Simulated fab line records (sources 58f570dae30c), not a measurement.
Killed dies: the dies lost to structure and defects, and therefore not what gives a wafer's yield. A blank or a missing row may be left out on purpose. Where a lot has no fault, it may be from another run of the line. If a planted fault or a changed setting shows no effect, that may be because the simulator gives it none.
fab line records ; flow berkeley_cmos170
[record] lots = 7; wafers = 21; last_day = 11
route steps=331 shown GATE@137 PLDD@145
lots that met no fault: from a run of the same line without faults
start_h: hours from the record's first day to the start of the lot's first wafer shown ; wait_h: how many hours have passed since the lot's step before this one ; " repeats the value in the row above ; L1.1+2: a row that stands for several wafers ; - no value present, or no start provided ; * or withheld: withheld ; < > ~ a bound
route shown NAME@n: a module of which the file shows steps, and the number in the route of the first ; usual: mean and standard deviation over wafers with no fault ; same: alike in all rows ; chamber/n: place in a boat ; sites: readings site by site ; _std_site: standard deviation across them ; _edge_site: outer sites' mean less inner sites' ; radius_mm: how far each site lies from the wafer's centre ; mask NAME#n: copy n ; behind: the most recent tool/chamber to have shaped the wafer ; hold: cause of the lot's hold/its duration in hours/its outcome ; device: names the non-switching transistor (n, p or np) ; end of line: at the end of the route, the tests of the same wafers ; a step given without rows: its recipe and nothing more ; killed: at the first sort, the dies lost to defects and structure; wafer yield is something else ; map: a wafer's dies, marking killed ones x, the rest . and places with no die _
set.NAME: the setting as run; set.NAME@STEP: as run at that earlier step ; model.NAME: the simulator's own value behind a step, which no gauge read
certain route steps with their lots: each step a table, each wafer a row
services: when a tool's chamber went out of use (start_h, in hours from the record's first day, below 0 if earlier), for how many hours, and the reason
[[steps]]
[step UCB170_GATE_DEVELOP_11]
[recipe] developer = TMAH; develop_time_s = 45; resist = KrF; dev_temp_c = 21
[step UCB170_GATE_CD_MEAS_12]
[recipe] target_cd_nm = 350
[usual] cd_nm = 350.1/1.3
lot.wafer;tool;chamber;start_h;wait_h;cd_nm
L868.1;cd_sem-02;-;150.34;-;351.6
L868.2;cd_sem-02;-;150.34;-;352.9
L868.5;cd_sem-02;-;150.34;-;352.4
L867.1;cd_sem-01;-;150.58;-;350.4
L867.3;cd_sem-01;-;150.58;-;349.6
L867.5;cd_sem-01;-;150.58;-;351.8
L878.1;cd_sem-01;-;204.01;-;349.4
L878.3;cd_sem-01;-;204.01;-;350.1
L878.4;cd_sem-01;-;204.01;-;349.0
L879.2;cd_sem-02;-;204.27;-;349.7
L879.4;cd_sem-02;-;204.27;-;349.6
L879.5;cd_sem-02;-;204.27;-;349.7
L877.2;cd_sem-02;-;204.39;-;350.4
L877.3;cd_sem-02;-;204.39;-;351.9
L877.6;cd_sem-02;-;204.39;-;351.2
L881.2;cd_sem-02;-;221.55;-;350.4
L881.4;cd_sem-02;-;221.55;-;350.1
L881.5;cd_sem-02;-;221.55;-;349.8
L883.1;cd_sem-02;-;221.65;-;349.7
L883.4;cd_sem-02;-;221.65;-;350.0
L883.6;cd_sem-02;-;221.65;-;349.0
[step UCB170_GATE_OVL_MEAS_13]
[usual] GATE_OVL = 1/4.9
lot.wafer;tool;chamber;start_h;wait_h;GATE_OVL[nm]
L868.1;overlay-02;-;150.46;0.1;-8
L868.2;overlay-02;-;150.46;0.1;-6
L868.5;overlay-02;-;150.46;0.1;-6
L867.1;overlay-01;-;150.70;0.1;3
L867.3;overlay-01;-;150.70;0.1;4
L867.5;overlay-01;-;150.70;0.1;4
L878.1;overlay-01;-;204.13;0.1;1
L878.3;overlay-01;-;204.13;0.1;-1
L878.4;overlay-01;-;204.13;0.1;-1
L879.2;overlay-02;-;204.37;0.1;-8
L879.4;overlay-02;-;204.37;0.1;1
L879.5;overlay-02;-;204.37;0.1;3
L877.2;overlay-01;-;204.49;0.1;3
L877.3;overlay-01;-;204.49;0.1;-1
L877.6;overlay-01;-;204.49;0.1;3
L881.2;overlay-01;-;221.65;0.1;1
L881.4;overlay-01;-;221.65;0.1;3
L881.5;overlay-01;-;221.65;0.1;0
L883.1;overlay-01;-;221.77;0.1;-2
L883.4;overlay-01;-;221.77;0.1;1
L883.6;overlay-01;-;221.77;0.1;5
[step UCB170_GATE_ETCH_14]
[recipe] chemistry = N2/H2; target_depth_a = withheld; overetch_a = withheld; target = BARC; time_s = withheld; source_w = 500; bias_w = 100; pressure_mtorr = 30; n2_flow_sccm = 100; h2_flow_sccm = 200
[usual] drypump_motor_current_A = 5.7/0.5; h2_flow_sccm = 200.1/0.65; oes_product_au = 0.997/0.016; throttle_valve_pct = 13.35/0.17
lot.wafer;tool;chamber;start_h;wait_h;drypump_motor_current_A;h2_flow_sccm;oes_product_au;throttle_valve_pct
L868.1;rie_diel-04;1;150.49;0.0;5.9;201.3;0.993;13.48
L868.2;rie_diel-04;3;150.49;0.0;5.2;201.2;0.998;13.26
L868.5;rie_diel-04;0;150.49;0.0;5.6;200.4;1.006;13.58
L867.1;rie_diel-01;2;150.74;0.0;5.1;199.9;1.025;13.43
L867.3;rie_diel-01;0;150.74;0.0;5.9;200.1;0.970;13.23
L867.5;rie_diel-01;1;150.74;0.0;5.0;200.2;0.982;13.42
L878.1;rie_diel-01;0;204.16;0.0;5.9;200.1;0.953;13.23
L878.3;rie_diel-01;2;204.16;0.0;5.0;200.9;1.032;13.45
L878.4;rie_diel-01;1;204.16;0.0;5.0;199.9;0.980;13.44
L879.2;rie_diel-04;0;204.40;0.0;5.6;199.7;1.004;13.58
L879.4;rie_diel-04;3;204.40;0.0;5.2;201.0;1.008;13.26
L879.5;rie_diel-04;2;204.40;0.0;5.4;200.3;1.008;13.05
L877.2;rie_diel-03;2;204.52;0.0;6.5;200.4;1.023;13.45
L877.3;rie_diel-03;1;204.52;0.0;5.9;199.8;0.988;13.51
L877.6;rie_diel-03;0;204.52;0.0;6.0;201.3;0.989;13.45
L881.2;rie_diel-03;0;221.68;0.0;5.9;200.1;0.984;13.47
L881.4;rie_diel-03;3;221.68;0.0;6.7;199.7;0.995;13.22
L881.5;rie_diel-03;2;221.68;0.0;6.6;200.6;1.026;13.45
L883.1;rie_diel-01;3;221.80;0.0;5.5;201.7;1.006;13.10
L883.4;rie_diel-01;2;221.80;0.0;5.1;200.1;1.029;13.44
L883.6;rie_diel-01;2;221.80;0.0;5.1;200.3;1.028;13.45
[step UCB170_GATE_ETCH_15]
[recipe] chemistry = HBr/Cl2; target = poly-Si; stop_on = SiO2; over_etch_frac = 0.3; icp_w = 300; bias_w = 150; time_s = 56.3; pressure_mtorr = 15; HBr_flow_sccm = 150; Cl2_flow_sccm = 50; target_depth_a = 2782
[usual] drypump_motor_current_A = 5.9/0.6; oes_product_au = 0.834/0.016; throttle_valve_pct = 26.50/0.23
lot.wafer;tool;chamber;start_h;wait_h;drypump_motor_current_A;oes_product_au;rf_hours_counter_h;throttle_valve_pct
L868.1;rie_si-02;2;150.54;-;4.9;0.805;89;26.27
L868.2;rie_si-02;3;150.54;-;5.9;0.833;0;26.28
L868.5;rie_si-02;1;150.54;-;5.7;0.856;-;26.70
L867.1;rie_si-01;2;150.78;-;6.6;0.870;1;26.30
L867.3;rie_si-01;3;150.78;-;6.8;0.828;94;26.77
L867.5;rie_si-01;2;150.78;-;6.6;0.867;-;26.30
L878.1;rie_si-01;0;204.20;-;6.0;0.820;0;26.68
L878.3;rie_si-01;1;204.20;-;5.2;0.832;7;26.35
L878.4;rie_si-01;3;204.20;-;6.8;0.832;94;26.80
L879.2;rie_si-02;2;204.44;-;4.9;0.801;90;26.26
L879.4;rie_si-02;3;204.44;-;5.9;0.831;-;26.28
L879.5;rie_si-02;1;204.44;-;5.7;0.843;-;26.71
L877.2;rie_si-01;1;204.56;-;5.2;0.842;7;26.33
L877.3;rie_si-01;3;204.56;-;6.8;0.828;94;26.79
L877.6;rie_si-01;1;204.56;-;5.2;0.847;-;26.36
L881.2;rie_si-01;0;221.73;-;6.0;0.826;0;26.69
L881.4;rie_si-01;1;221.73;-;5.2;0.839;8;26.35
L881.5;rie_si-01;2;221.73;-;6.6;0.845;-;26.30
L883.1;rie_si-02;3;221.85;-;5.9;0.831;1;26.26
L883.4;rie_si-02;2;221.85;-;4.9;0.805;90;26.27
L883.6;rie_si-02;2;221.85;-;4.9;0.806;-;26.27
[step UCB170_GATE_STRIP_16]
[recipe] chemistry = O2; power_w = 400; pressure_mtorr = 3500; platen_temp_c = withheld; o2_flow_sccm = 400; overash_fraction = 0.5
[usual] drypump_motor_current_A = 5.6/0.47; o2_flow_sccm = 399.7/1.1; oes_product_au = 0.724/0.0043
lot.wafer;tool;chamber;start_h;wait_h;drypump_motor_current_A;o2_flow_sccm;oes_product_au;rf_hours_counter_h
L868.1;plasma_asher-02;0;150.58;0.0;5.2;398.1;0.731;3
L868.2;plasma_asher-02;1;150.58;0.0;5.8;398.4;0.719;3
L868.5;plasma_asher-02;1;150.58;0.0;5.8;399.3;0.729;-
L867.1;plasma_asher-01;0;150.83;0.0;5.0;399.4;0.721;35
L867.3;plasma_asher-01;0;150.83;0.0;5.0;399.8;0.728;-
L867.5;plasma_asher-01;1;150.83;0.0;6.3;398.5;0.724;-
L878.1;plasma_asher-02;1;204.25;0.0;5.8;398.7;0.726;8
L878.3;plasma_asher-02;1;204.25;0.0;5.8;398.5;0.719;-
L878.4;plasma_asher-02;0;204.25;0.0;5.2;399.4;0.725;-
L879.2;plasma_asher-04;0;204.49;0.0;5.7;401.8;0.730;48
L879.4;plasma_asher-04;1;204.49;0.0;5.4;397.0;0.720;-
L879.5;plasma_asher-04;0;204.49;0.0;5.7;401.0;0.734;-
L877.2;plasma_asher-01;0;204.61;0.0;5.0;398.4;0.728;40
L877.3;plasma_asher-01;1;204.61;0.0;6.3;399.2;0.716;-
L877.6;plasma_asher-01;1;204.61;0.0;6.3;402.7;0.727;-
L881.2;plasma_asher-04;1;221.77;0.0;5.3;399.6;0.719;50
L881.4;plasma_asher-04;1;221.77;0.0;5.3;398.9;0.723;-
L881.5;plasma_asher-04;1;221.77;0.0;5.3;399.9;0.722;-
L883.1;plasma_asher-01;0;221.89;0.0;4.9;401.6;0.718;43
L883.4;plasma_asher-01;0;221.89;0.0;5.0;399.6;0.724;-
L883.6;plasma_asher-01;1;221.89;0.0;6.3;400.1;0.725;-
[step UCB170_GATE_CD_MEAS_90]
[recipe] target_cd_nm = 350
[usual] cd_nm = 350.2/1.4
lot.wafer;tool;chamber;start_h;wait_h;cd_nm
L868.1;cd_sem-02;-;150.68;0.1;351.6
L868.2;cd_sem-02;-;150.68;0.1;352.7
L868.5;cd_sem-02;-;150.68;0.1;351.6
L867.1;cd_sem-01;-;150.93;0.1;351.0
L867.3;cd_sem-01;-;150.93;0.1;350.3
L867.5;cd_sem-01;-;150.93;0.1;352.3
L878.1;cd_sem-01;-;204.35;0.1;350.4
L878.3;cd_sem-01;-;204.35;0.1;350.3
L878.4;cd_sem-01;-;204.35;0.1;350.9
L879.2;cd_sem-01;-;204.61;0.1;349.4
L879.4;cd_sem-01;-;204.61;0.1;349.3
L879.5;cd_sem-01;-;204.61;0.1;350.4
L877.2;cd_sem-01;-;204.73;0.1;350.7
L877.3;cd_sem-01;-;204.73;0.1;351.5
L877.6;cd_sem-01;-;204.73;0.1;351.9
L881.2;cd_sem-01;-;221.92;0.1;350.7
L881.4;cd_sem-01;-;221.92;0.1;350.6
L881.5;cd_sem-01;-;221.92;0.1;349.6
L883.1;cd_sem-02;-;222.01;0.1;349.4
L883.4;cd_sem-02;-;222.01;0.1;350.2
L883.6;cd_sem-02;-;222.01;0.1;349.1
[step UCB170_GATE_CLEAN_17]
[recipe] chemistry = SPM; temp_c = 120; time_s = 600
[step UCB170_PLDD_HMDS_00]
[recipe] prime_time_s = 60; prime_temp_c = 100
[step UCB170_PLDD_COAT_01]
[recipe] resist = KrF; spin_rpm = 1500; resist_thk_nm = 900
[step UCB170_PLDD_SOFTBAKE_02]
[recipe] resist = KrF; temp_c = 130; time_s = 60
[step UCB170_PLDD_EXPOSE_03]
[recipe] mask_id = PSELECT; na = 0.5; sigma_outer = 0.6; source_shape = conventional; target_cd_nm = 1200; dose_mj = 30
[step UCB170_PLDD_PEB_04]
[recipe] peb_temp_c = 130; peb_time_s = withheld; resist = KrF
[usual] chill_plate_temp_C = 22.99/0.11; exhaust_pa = 45.2/0.89
lot.wafer;tool;chamber;start_h;wait_h;chill_plate_temp_C;exhaust_pa
L868.1;litho_track-02;0;153.33;0.1;22.98;45.7
L868.2;litho_track-02;0;153.33;0.1;23.13;45.7
L868.5;litho_track-02;0;153.33;0.1;23.15;44.7
L867.1;litho_track-04;0;153.57;0.1;23.05;46.0
L867.3;litho_track-04;0;153.57;0.1;23.01;47.1
L867.5;litho_track-04;0;153.57;0.1;23.00;47.6
L878.1;litho_track-04;-;205.74;0.2;-;-
L878.3;litho_track-04;-;205.74;0.2;-;-
L878.4;litho_track-04;-;205.74;0.2;-;-
L879.2;litho_track-02;-;206.13;0.3;-;-
L879.4;litho_track-02;-;206.13;0.3;-;-
L879.5;litho_track-02;-;206.13;0.3;-;-
L877.2;litho_track-02;-;206.41;0.5;-;-
L877.3;litho_track-02;-;206.41;0.5;-;-
L877.6;litho_track-02;-;206.41;0.5;-;-
L881.2;litho_track-02;0;223.91;0.5;23.08;47.3
L881.4;litho_track-02;0;223.91;0.5;22.98;46.6
L881.5;litho_track-02;0;223.91;0.5;23.09;45.8
L883.1;litho_track-02;0;224.16;0.4;22.76;45.7
L883.4;litho_track-02;0;224.16;0.4;22.83;45.4
L883.6;litho_track-02;0;224.16;0.4;22.97;46.3
[step UCB170_PLDD_DEVELOP_05]
[recipe] developer = TMAH; develop_time_s = 46.45; resist = KrF; dev_temp_c = 21
[[services]]
tool;chamber;start_h;hours;kind
plasma_asher-02;-;126.56;1.4;repair
rie_si-02;-;132.06;0.2;repair
rie_diel-04;-;132.30;0.5;repair
rie_diel-03;1;193.92;3.0;repair
rie_si-02;0;200.52;-;clean
rie_si-02;0;200.52;15.2;scheduled_down
rie_si-02;0;200.52;15.2;vent_cycle
plasma_asher-02;-;205.12;2.1;repair
rie_diel-04;3;214.29;6.5;repair
rie_si-01;3;214.41;0.9;repair
[[key]]
[first_sign] step = UCB170_PLDD_PEB_04; reading = tool_record; direction = missing
effect none on later readings
met_at UCB170_PLDD_PEB_04
struck_wafers L877.2,L877.3,L877.6,L878.1,L878.3,L878.4,L879.2,L879.4,L879.5
sort_left_out L877.2,L877.3,L877.6,L878.1,L878.3,L878.4,L879.2,L879.4,L879.5
tester_left_out L877,L878,L879
onset_between 153.57 205.74
[fault] kind = skipped_step_whole; tool = litho_track-02,litho_track-04; chamber = -; onset_h = 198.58; steps = UCB170_PLDD_PEB_04; scope = struck_lots_only
// tester_left_out: of these lots the tester's yield and bins aren't shown, on N5 and GAA mostly nor the transistor test; their killed dies are dies lost to structure and defects alone, not to doping, threshold or leakage, so they don't give the yield
// sort_left_out: the simulated sort isn't trusted on such a fault, so these wafers' sort isn't shown, and their yield isn't known
